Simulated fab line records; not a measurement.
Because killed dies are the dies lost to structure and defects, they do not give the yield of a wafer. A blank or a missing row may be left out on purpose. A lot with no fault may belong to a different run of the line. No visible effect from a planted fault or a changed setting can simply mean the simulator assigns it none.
fab line records -- flow rit_cmos
[record] lots = 14, wafers = 42, last_day = 7
route steps=202 shown PRETRO@72 NSD@137 SILICIDE@165 M1@193
lots that met no fault: taken from a fault-free run of the same line
start_h: hours from the record's first day to the start of the lot's first wafer shown -- wait_h: hours elapsed since this lot's preceding step -- " the same as in the row above -- L1.1+2: one row covering several wafers at once -- - no value, or no start was given -- * or withheld: withheld -- < > ~ a bound
route shown NAME@n: a module of which the file shows steps, and the number in the route of the first -- usual: mean/standard deviation of fault-free wafers -- same: alike in all rows -- chamber/n: place in a boat -- sites: readings site by site -- _std_site: standard deviation of those values -- _edge_site: inner sites' mean taken away from outer sites' mean -- radius_mm: how far each site lies from the wafer's centre -- mask NAME#n: copy n -- behind: the last tool/chamber to shape the wafer -- hold: the reason the lot was held/the length of the hold in hours/how it ended -- device: the n, p or np transistor that did not switch -- end of line: tests of these same wafers at the route's end -- a step without rows: its recipe alone -- killed: the dies lost at the first sort to structure and to defects; this is not the yield of the wafer -- map: shows each die of a wafer: x if killed, . if not, _ if none is there
set.NAME: the setting as run; set.NAME@STEP: as run at that earlier step -- model.NAME: the simulator's own value behind a step, which no gauge read
one table for each step of the route and one row for each wafer, over a sample of lots
services: the hour from which a tool's chamber was out of use, counted from the record's first day as start_h (under 0 if before that day), plus the number of hours and why
[[steps]]
[step RIT_PRETRO_IMPLANT_08]
[recipe] species = B, energy_kev = 45, dose_cm2 = 1.2e+13, tilt_deg = 7
[usual] dose_ions_cm2 = 1.2e+13/1.5e+10, faraday_current_uA = 38.1/0.77
lot.wafer,tool,chamber,start_h,wait_h,dose_ions_cm2,faraday_current_uA
L329.1,implanter-03,0,33.92,0.2,1.2002e+13,38.1
L329.2,implanter-03,0,33.92,0.2,1.199e+13,36.8
L329.4,implanter-03,0,33.92,0.2,1.2009e+13,38.3
L330.1,implanter-01,0,40.13,0.2,1.2009e+13,38.5
L330.4,implanter-01,0,40.13,0.2,1.2045e+13,37.4
L330.6,implanter-01,0,40.13,0.2,1.2023e+13,36.5
L331.2,implanter-01,0,45.32,0.2,1.1994e+13,38.9
L331.3,implanter-01,0,45.32,0.2,1.2007e+13,38.6
L331.5,implanter-01,0,45.32,0.2,1.1993e+13,37.2
L332.1,implanter-01,0,47.33,0.2,1.1993e+13,38.7
L332.3,implanter-01,0,47.33,0.2,1.2003e+13,38.7
L332.6,implanter-01,0,47.33,0.2,1.2007e+13,38.6
L333.2,implanter-03,0,53.64,0.2,1.1993e+13,39.1
L333.5,implanter-03,0,53.64,0.2,1.2002e+13,37.8
L333.6,implanter-03,0,53.64,0.2,1.1992e+13,38.1
L334.1,implanter-03,0,58.65,0.2,1.1994e+13,38.6
L334.2,implanter-03,0,58.65,0.2,1.1984e+13,37.2
L334.4,implanter-03,0,58.65,0.2,1.2004e+13,37.6
L335.4,implanter-01,0,63.92,0.2,1.1998e+13,37.8
L335.5,implanter-01,0,63.92,0.2,1.201e+13,37.6
L335.6,implanter-01,0,63.92,0.2,1.1999e+13,38.0
L342.1,implanter-03,0,96.91,0.2,7.768e+12,24.8
L342.2,implanter-03,0,96.91,0.2,7.722e+12,24.5
L342.3,implanter-03,0,96.91,0.2,7.73e+12,24.3
L344.2,implanter-03,0,106.47,0.2,7.765e+12,24.9
L344.3,implanter-03,0,106.47,0.2,7.738e+12,24.7
L344.4,implanter-03,0,106.47,0.2,7.751e+12,23.5
L345.3,implanter-02,0,113.05,0.2,1.2011e+13,37.1
L345.5,implanter-02,0,113.05,0.2,1.2e+13,38.6
L345.6,implanter-02,0,113.05,0.2,1.2009e+13,38.0
L347.2,implanter-02,0,123.82,0.2,1.1998e+13,39.2
L347.5,implanter-02,0,123.82,0.2,1.1995e+13,37.8
L347.6,implanter-02,0,123.82,0.2,1.1983e+13,37.4
L350.3,implanter-02,0,136.06,0.2,1.1974e+13,38.0
L350.4,implanter-02,0,136.06,0.2,1.2e+13,37.2
L350.6,implanter-02,0,136.06,0.2,1.2e+13,39.0
L351.4,implanter-02,0,142.49,0.2,1.2002e+13,37.5
L351.5,implanter-02,0,142.49,0.2,1.2023e+13,38.3
L351.6,implanter-02,0,142.49,0.2,1.2033e+13,38.8
L352.1,implanter-01,0,147.26,0.2,1.1959e+13,37.7
L352.4,implanter-01,0,147.26,0.2,1.1992e+13,38.8
L352.5,implanter-01,0,147.26,0.2,1.1968e+13,37.1
[step RIT_PRETRO_TW_MEAS_10]
[usual] PRETRO_TW = 472/3.4
lot.wafer,tool,chamber,start_h,wait_h,PRETRO_TW
L329.1,film_metro-04,-,34.25,0.1,483
L329.2,film_metro-04,-,34.25,0.1,479
L329.4,film_metro-04,-,34.25,0.1,481
L330.1,film_metro-02,-,40.45,0.1,473
L330.4,film_metro-02,-,40.45,0.1,472
L330.6,film_metro-02,-,40.45,0.1,471
L331.2,film_metro-02,-,45.63,0.1,472
L331.3,film_metro-02,-,45.63,0.1,472
L331.5,film_metro-02,-,45.63,0.1,472
L332.1,film_metro-01,-,47.65,0.1,469
L332.3,film_metro-01,-,47.65,0.1,473
L332.6,film_metro-01,-,47.65,0.1,469
L333.2,film_metro-01,-,53.95,0.1,470
L333.5,film_metro-01,-,53.95,0.1,470
L333.6,film_metro-01,-,53.95,0.1,469
L334.1,film_metro-01,-,58.98,0.1,472
L334.2,film_metro-01,-,58.98,0.1,472
L334.4,film_metro-01,-,58.98,0.1,473
L335.4,film_metro-02,-,64.20,0.1,471
L335.5,film_metro-02,-,64.20,0.1,471
L335.6,film_metro-02,-,64.20,0.1,473
L342.1,film_metro-02,-,97.23,0.1,409
L342.2,film_metro-02,-,97.23,0.1,412
L342.3,film_metro-02,-,97.23,0.1,412
L344.2,film_metro-04,-,106.78,0.1,418
L344.3,film_metro-04,-,106.78,0.1,417
L344.4,film_metro-04,-,106.78,0.1,418
L345.3,film_metro-01,-,113.34,0.1,470
L345.5,film_metro-01,-,113.34,0.1,470
L345.6,film_metro-01,-,113.34,0.1,472
L347.2,film_metro-02,-,124.13,0.1,473
L347.5,film_metro-02,-,124.13,0.1,473
L347.6,film_metro-02,-,124.13,0.1,470
L350.3,film_metro-04,-,136.36,0.1,479
L350.4,film_metro-04,-,136.36,0.1,480
L350.6,film_metro-04,-,136.36,0.1,477
L351.4,film_metro-02,-,142.77,0.1,474
L351.5,film_metro-02,-,142.77,0.1,475
L351.6,film_metro-02,-,142.77,0.1,476
L352.1,film_metro-01,-,147.73,0.1,475
L352.4,film_metro-01,-,147.73,0.1,473
L352.5,film_metro-01,-,147.73,0.1,472
[step RIT_NSD_OVL_MEAS_06]
[usual] NSD_OVL = 0.1/1.6
lot.wafer,tool,chamber,start_h,wait_h,NSD_OVL[nm]
L329.1,overlay-01,-,52.00,-,-0.8
L329.2,overlay-01,-,52.00,-,0.3
L329.4,overlay-01,-,52.00,-,0.2
L330.1,overlay-02,-,57.77,-,0.6
L330.4,overlay-02,-,57.77,-,1.6
L330.6,overlay-02,-,57.77,-,0.6
L331.2,overlay-02,-,62.21,-,-1.6
L331.3,overlay-02,-,62.21,-,-2.3
L331.5,overlay-02,-,62.21,-,-1.6
L332.1,overlay-01,-,63.92,-,0.4
L332.3,overlay-01,-,63.92,-,-0.6
L332.6,overlay-01,-,63.92,-,0.4
L333.2,overlay-01,-,71.66,-,-1.9
L333.5,overlay-01,-,71.66,-,-1.0
L333.6,overlay-01,-,71.66,-,-0.7
L334.1,overlay-01,-,76.42,-,-1.7
L334.2,overlay-01,-,76.42,-,-2.4
L334.4,overlay-01,-,76.42,-,-1.1
L335.4,overlay-02,-,79.21,-,1.2
L335.5,overlay-02,-,79.21,-,1.0
L335.6,overlay-02,-,79.21,-,0.3
L342.1,overlay-01,-,115.06,-,1.2
L342.2,overlay-01,-,115.06,-,0.8
L342.3,overlay-01,-,115.06,-,-1.4
L344.2,overlay-01,-,123.60,-,0.4
L344.3,overlay-01,-,123.60,-,0.4
L344.4,overlay-01,-,123.60,-,1.8
L345.3,overlay-02,-,132.28,-,-2.6
L345.5,overlay-02,-,132.28,-,-2.5
L345.6,overlay-02,-,132.28,-,-2.6
L347.2,overlay-02,-,142.21,-,-2.6
L347.5,overlay-02,-,142.21,-,-1.7
L347.6,overlay-02,-,142.21,-,-1.7
L350.3,overlay-02,-,154.06,-,0.2
L350.4,overlay-02,-,154.06,-,-0.6
L350.6,overlay-02,-,154.06,-,0.0
L351.4,overlay-01,-,160.39,-,-1.8
L351.5,overlay-01,-,160.39,-,-2.4
L351.6,overlay-01,-,160.39,-,-1.5
L352.1,overlay-02,-,163.61,-,3.2
L352.4,overlay-02,-,163.61,-,2.9
L352.5,overlay-02,-,163.61,-,3.6
[step RIT_SILICIDE_RTA_04]
[recipe] temp_c = 650, time_s = 10, idle_temp_c = 25, ramp_up_s = 5, ramp_down_s = 5, cool_to_c = 25, ambient = N2
[usual] chamber_o2_ppm = 2.003/0.025, wafer_temp_C_max = 653.6/0.76
lot.wafer,tool,chamber,start_h,wait_h,chamber_o2_ppm,wafer_temp_C_max
L329.1,rtp_anneal-02,0,55.47,0.1,1.957,652.6
L329.2,rtp_anneal-02,0,55.47,0.1,1.983,653.4
L329.4,rtp_anneal-02,0,55.47,0.1,2.017,654.1
L330.1,rtp_anneal-01,0,61.13,0.1,1.971,654.1
L330.4,rtp_anneal-01,0,61.13,0.1,1.989,654.1
L330.6,rtp_anneal-01,0,61.13,0.1,2.005,653.7
L331.2,rtp_anneal-02,0,65.73,0.1,2.016,653.8
L331.3,rtp_anneal-02,0,65.73,0.1,2.000,653.8
L331.5,rtp_anneal-02,0,65.73,0.1,2.001,653.2
L332.1,rtp_anneal-01,0,67.43,0.1,1.956,653.6
L332.3,rtp_anneal-01,0,67.43,0.1,2.008,654.1
L332.6,rtp_anneal-01,0,67.43,0.1,2.004,653.5
L333.2,rtp_anneal-02,0,75.18,0.1,2.025,652.9
L333.5,rtp_anneal-02,0,75.18,0.1,1.978,653.4
L333.6,rtp_anneal-02,0,75.18,0.1,1.954,654.8
L334.1,rtp_anneal-01,0,79.69,0.1,2.037,653.4
L334.2,rtp_anneal-01,0,79.69,0.1,2.035,653.4
L334.4,rtp_anneal-01,0,79.69,0.1,2.049,655.1
L335.4,rtp_anneal-02,0,82.86,0.1,2.016,653.0
L335.5,rtp_anneal-02,0,82.86,0.1,2.033,652.5
L335.6,rtp_anneal-02,0,82.86,0.1,2.021,653.5
L342.1,rtp_anneal-01,0,118.44,0.1,2.001,654.3
L342.2,rtp_anneal-01,0,118.44,0.1,2.055,653.5
L342.3,rtp_anneal-01,0,118.44,0.1,2.026,654.1
L344.2,rtp_anneal-01,0,126.99,0.1,1.967,654.5
L344.3,rtp_anneal-01,0,126.99,0.1,2.001,653.6
L344.4,rtp_anneal-01,0,126.99,0.1,2.017,653.8
L345.3,rtp_anneal-02,0,135.53,0.1,2.048,653.5
L345.5,rtp_anneal-02,0,135.53,0.1,2.018,654.3
L345.6,rtp_anneal-02,0,135.53,0.1,1.989,654.4
L347.2,rtp_anneal-02,0,145.57,0.1,1.973,652.7
L347.5,rtp_anneal-02,0,145.57,0.1,2.003,653.4
L347.6,rtp_anneal-02,0,145.57,0.1,1.970,652.6
L350.3,rtp_anneal-01,0,157.35,0.1,1.972,653.4
L350.4,rtp_anneal-01,0,157.35,0.1,2.048,654.4
L350.6,rtp_anneal-01,0,157.35,0.1,1.992,653.4
L351.4,rtp_anneal-02,0,163.78,0.1,1.986,653.2
L351.5,rtp_anneal-02,0,163.78,0.1,1.984,653.2
L351.6,rtp_anneal-02,0,163.78,0.1,1.957,654.4
L352.1,rtp_anneal-01,0,166.89,0.1,1.998,654.1
L352.4,rtp_anneal-01,0,166.89,0.1,2.000,654.5
L352.5,rtp_anneal-01,0,166.89,0.1,2.036,653.8
[step RIT_M1_CD_MEAS_09]
[recipe] target_cd_nm = 2600
[usual] cd_nm = 2599.2/1.7
lot.wafer,tool,chamber,start_h,wait_h,cd_nm
L329.1,cd_sem-01,-,59.30,-,2600.4
L329.2,cd_sem-01,-,59.30,-,2596.8
L329.4,cd_sem-01,-,59.30,-,2597.8
L330.1,cd_sem-02,-,65.07,-,2599.8
L330.4,cd_sem-02,-,65.07,-,2601.6
L330.6,cd_sem-02,-,65.07,-,2600.3
L331.2,cd_sem-02,-,69.75,-,2600.0
L331.3,cd_sem-02,-,69.75,-,2599.7
L331.5,cd_sem-02,-,69.75,-,2599.6
L332.1,cd_sem-01,-,71.44,-,2598.1
L332.3,cd_sem-01,-,71.44,-,2599.7
L332.6,cd_sem-01,-,71.44,-,2597.2
L333.2,cd_sem-01,-,78.95,-,2598.9
L333.5,cd_sem-01,-,78.95,-,2598.3
L333.6,cd_sem-01,-,78.95,-,2597.1
L334.1,cd_sem-02,-,83.61,-,2601.6
L334.2,cd_sem-02,-,83.61,-,2599.4
L334.4,cd_sem-02,-,83.61,-,2598.1
L335.4,cd_sem-02,-,86.83,-,2600.4
L335.5,cd_sem-02,-,86.83,-,2603.1
L335.6,cd_sem-02,-,86.83,-,2601.2
L342.1,cd_sem-01,-,122.42,-,2600.6
L342.2,cd_sem-01,-,122.42,-,2600.6
L342.3,cd_sem-01,-,122.42,-,2600.3
L344.2,cd_sem-02,-,131.15,-,2596.7
L344.3,cd_sem-02,-,131.15,-,2597.3
L344.4,cd_sem-02,-,131.15,-,2596.8
L345.3,cd_sem-01,-,139.45,-,2601.9
L345.5,cd_sem-01,-,139.45,-,2600.4
L345.6,cd_sem-01,-,139.45,-,2599.9
L347.2,cd_sem-01,-,149.76,-,2597.7
L347.5,cd_sem-01,-,149.76,-,2598.9
L347.6,cd_sem-01,-,149.76,-,2598.0
L350.3,cd_sem-01,-,161.24,-,2600.1
L350.4,cd_sem-01,-,161.24,-,2600.6
L350.6,cd_sem-01,-,161.24,-,2601.8
L351.4,cd_sem-02,-,167.80,-,2597.2
L351.5,cd_sem-02,-,167.80,-,2600.1
L351.6,cd_sem-02,-,167.80,-,2597.8
L352.1,cd_sem-01,-,171.03,-,2598.5
L352.4,cd_sem-01,-,171.03,-,2598.3
L352.5,cd_sem-01,-,171.03,-,2596.9
[step RIT_M1_PROBE_99]
[usual] killed_at_contacts = 0.1/0.24, killed_at_front_end = 7/3.2, killed_dies = 7/3.2, killed_open = 3.6/2.1, killed_short = 3.5/2
[same] gross_dies = 264, killed_at_M0_to_M3 = 0, killed_at_M4_up = 0, killed_at_back_side = 0, killed_at_other = 0
lot.wafer,tool,chamber,start_h,wait_h,killed_at_contacts,killed_at_front_end,killed_dies,killed_open,killed_short
L342.1,prober-01,-,125.08,0.1,0,7,7,4,3
L342.2,prober-01,-,125.13,0.1,0,3,3,3,0
L342.3,prober-01,-,125.18,0.2,0,2,2,0,2
// killed by level:class
L342.1 GATE:geometric_particle:short=2 SPACER:geometric_particle:open=2 FOX2:geometric_particle:open=1 GATE:geometric_particle:open=1 SPACER:geometric_particle:short=1
L342.2 SILICIDE:geometric_particle:open=2 FOX1:geometric_particle:open=1
L342.3 GATE:geometric_particle:short=1 REOX:geometric_particle:short=1
[[services]]
tool,chamber,start_h,hours,kind
implanter-02,-,30.73,4.9,pm
implanter-02,-,49.08,4.7,repair
implanter-03,-,74.79,0.5,repair
implanter-02,-,76.74,31.7,pm
implanter-03,-,99.48,5.8,pm
implanter-01,-,121.60,10.1,repair
implanter-03,-,122.29,1.3,repair
implanter-03,-,131.01,1.3,repair
[[key]]
[first_sign] step = RIT_PRETRO_IMPLANT_08, reading = dose_ions_cm2, direction = down, sigmas = 99+, usual = 1.2e+13, struck = 7.746e+12
[effect] step = RIT_PRETRO_IMPLANT_08, reading = faraday_current_uA, direction = down, sigmas = 18, usual = 38.1, struck = 24.4
[effect] step = RIT_PRETRO_TW_MEAS_10, reading = PRETRO_TW, direction = down, sigmas = 17, usual = 472, struck = 414
met_at RIT_PRETRO_IMPLANT_08
struck_lots L342,L344
tester_left_out L342,L344
not_acting_at RIT_NSD_OVL_MEAS_06,RIT_SILICIDE_RTA_04,RIT_M1_CD_MEAS_09
onset_between 58.65 96.91
[fault] kind = process_parameter_drift, tool = implanter-03, chamber = -, onset_h = 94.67, steps = RIT_PRETRO_IMPLANT_08, channel = dose_cm2, offset = -4.2639e+12, shape = step, end_h = 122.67, acts_in = these_recipes_only, stated = 1.2e+13
// tester_left_out: of these lots the tester's yield and bins aren't shown, on N5 and GAA mostly nor the transistor test; their killed dies are dies lost to structure and defects alone, not to doping, threshold or leakage, so they don't give the yield
